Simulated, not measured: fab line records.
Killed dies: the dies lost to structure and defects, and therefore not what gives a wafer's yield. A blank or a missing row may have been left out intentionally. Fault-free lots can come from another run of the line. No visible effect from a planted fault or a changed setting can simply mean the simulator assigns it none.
Split-lot trial -- flow berkeley cmos170 -- 23 wafers read across 5 lots, on a route 331 steps long

== THE SPLIT ITSELF ==
At UCB170_V2_COAT_07 (resist thk 900 nm), the setting spin rpm was moved away from the recipe's 1500 rpm on 5 of the 23 wafers read, by +2.4% to +4.3%. This setting was run at the recipe's value on the other wafers.

The reading comes from the split's own step.

== THE READING ==
KrF_of_V2_COAT_07.thk nm (the simulator's own value, which no gauge read), in nm, at UCB170_V2_COAT_07 (resist thk 900 nm). No usual value for it is given in the file. Across the 18 wafers here that went through the recipe, the average is 899.2 nm and the standard deviation 2.3 nm.

wafer,"tool, chamber at the split","spin rpm as run, rpm",against the recipe,"KrF_of_V2_COAT_07.thk nm, nm",against lot-mates on the recipe
L075.1,"litho track-03, 0",1536,+2.4%,887.2,-9.2
L075.6,"litho track-03, 0",1536,+2.4%,887.2,-9.2
L075.2,"litho track-03, 0",1536,+2.4%,888.6,-7.8
L075.3,"litho track-03, 0",1500,recipe,893.5,-
L075.4,"litho track-03, 0",1500,recipe,899.3,-
L080.1,"litho track-04, 0",1500,recipe,902.1,-
L080.2,"litho track-04, 0",1500,recipe,898.9,-
L080.3,"litho track-04, 0",1500,recipe,901.3,-
L080.5,"litho track-04, 0",1500,recipe,900.6,-
L080.6,"litho track-04, 0",1500,recipe,903.3,-
L081.1,"litho track-01, 0",1500,recipe,897.3,-
L081.2,"litho track-01, 0",1500,recipe,900.3,-
L081.3,"litho track-01, 0",1500,recipe,896.2,-
L081.4,"litho track-01, 0",1500,recipe,899,-
L081.6,"litho track-01, 0",1500,recipe,895.6,-
L078.3,"litho track-04, 0",1500,recipe,898.3,-
L078.4,"litho track-04, 0",1500,recipe,900.7,-
L078.6,"litho track-04, 0",1500,recipe,898.4,-
L083.1,"litho track-03, 0",1564,+4.3%,882,-18.0
L083.2,"litho track-03, 0",1500,recipe,900,-
L083.4,"litho track-03, 0",1564,+4.3%,882.4,-17.6
L083.5,"litho track-03, 0",1500,recipe,899.9,-
L083.6,"litho track-03, 0",1500,recipe,900.2,-

THE FIT
A straight line over all 23 wafers: KrF_of_V2_COAT_07.thk nm changes by -4.21 nm for each +1% of spin rpm; r = -0.94; the points scatter about the line by 2.2 nm.
The same after taking each lot's own level away (the mean of its wafers on the recipe; 23 wafers): -4.02 nm for each +1%; r = -0.96; scatter 1.6 nm.
On that fit, the largest move of spin rpm shifts the reading by 17 nm.
Measured against the standard deviation above, the lots' own levels, which go from 896.40 to 901.24 nm, span 2.1 times it.
So the lot-to-lot level changes the slope little: the two slopes agree.
Check: for one of the wafers moved furthest among these (+4.3%), held out of the fit, the line's prediction against its lot-mates is -16.6 nm. It came out at -18 nm against them.

== THE OTHER SPLITS THESE WAFERS WENT THROUGH ==
These wafers also went through other splits before the reading. Each is held against what the fit with the lots' levels taken away leaves over:
other split on the same wafers,wafers away from the commonest value,r with KrF_of_V2_COAT_07.thk nm (lot level and that fit taken away)
UCB170_M1_METAL_ETCH_12 time s,5,+0.15
UCB170_V1_PEB_10 peb temp c,6,-0.42
UCB170_M2_SPUTTER_01 time s,9,-0.10
UCB170_M2_METAL_ETCH_18 over etch frac,5,-0.06

== FILE'S OWN FIT ==
KrF_of_V2_COAT_07.thk nm changes by -4.05 nm for each +1% of spin rpm, r = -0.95.
